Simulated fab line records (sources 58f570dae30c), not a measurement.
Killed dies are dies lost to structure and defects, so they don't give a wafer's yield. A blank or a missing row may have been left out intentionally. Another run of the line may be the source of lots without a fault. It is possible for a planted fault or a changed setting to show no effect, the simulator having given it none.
One fault seen from 2 desks || flow berkeley_cmos170 || only its own numbers are on each desk; what lay behind them is given at the end

METROLOGY DESK
Means of the sampled wafers that have a number, per lot and without regard to the tool the lot ran on: this is what the gauges read. Any lot whose mean is over 4 standard deviations away from the usual mean is out of limits and marked OUT; that distance is given in the brackets.
Columns: A = NSD_RS at UCB170_SDANNEAL_RS_MEAS_03, usual 37.25 ohm/sq; B = SILICIDE_TI_RS at UCB170_SILICIDE_RS_MEAS_02, usual 26.2 ohm/sq; C = SILICIDE_TI_THK at UCB170_SILICIDE_THK_MEAS_03, usual 30.0 nm
{"lot": "L542", "first seen here": "day 8 10:05", "A": 37.23, "B": 26.0, "C": 30.3}
{"lot": "L544", "first seen here": "day 8 19:52", "A": 37.30, "B": 26.5, "C": 29.8}
{"lot": "L543", "first seen here": "day 8 21:08", "A": 37.37, "B": 25.7, "C": 30.4}
{"lot": "L553", "first seen here": "day 10 19:44", "A": 37.24, "B": "29.5 (+9.8) OUT", "C": "27.6 (-6.6) OUT"}
{"lot": "L558", "first seen here": "day 11 06:05", "A": 37.19, "B": 26.2, "C": 30.1}
{"lot": "L561", "first seen here": "day 12 01:04", "A": 37.24, "B": 26.2, "C": 30.1}
{"lot": "L559", "first seen here": "day 12 01:18", "A": 37.22, "B": 26.3, "C": 29.9}
{"lot": "L562", "first seen here": "day 12 18:28", "A": 37.20, "B": 26.4, "C": 29.7}
{"lot": "L563", "first seen here": "day 12 18:50", "A": 37.33, "B": 26.1, "C": 29.9}
Per this desk, out of limits: L553; the first was L553, day 10 20:11 (SILICIDE_TI_RS at UCB170_SILICIDE_RS_MEAS_02). In limits: L542, L544, L543, L558, L561, L559, L562, L563.

FOR THE TOOL OWNER'S DESK: pvd_sputter-02
The tool's own readings at UCB170_SILICIDE_SPUTTER_01 (material Ti, target thk 30 nm, time 25 s): means of the sampled wafers that have a number, for each lot that ran on this tool. Any lot whose mean is over 4 standard deviations away from the usual mean is out of limits and marked OUT; that distance is given in the brackets.
Columns: A = throttle_valve_pct at UCB170_SILICIDE_SPUTTER_01, usual 30.0 %
{"lot": "L544", "first seen here": "day 8 20:18", "A": 31.0}
{"lot": "L553", "first seen here": "day 10 20:10", "A": 30.9}
Finding of this desk: none of the 2 lots has anything out of limits.

BROUGHT TOGETHER
At day 10 20:11 the metrology desk could have sounded an alarm, on L553.
Nothing out of limits was seen by the tool owner's desk.
Tool owner's desk: L553 on record, inside its limits.
All the named lots went through UCB170_SILICIDE_SPUTTER_01 on pvd_sputter-02.

WHAT THE SIMULATOR HAD INSERTED
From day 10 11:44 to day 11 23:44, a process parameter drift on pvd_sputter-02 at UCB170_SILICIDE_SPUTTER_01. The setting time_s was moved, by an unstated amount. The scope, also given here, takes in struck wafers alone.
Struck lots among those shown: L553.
Per desk, hours elapsed from the start of the fault to the first reading out of limits: for the metrology desk, 8.
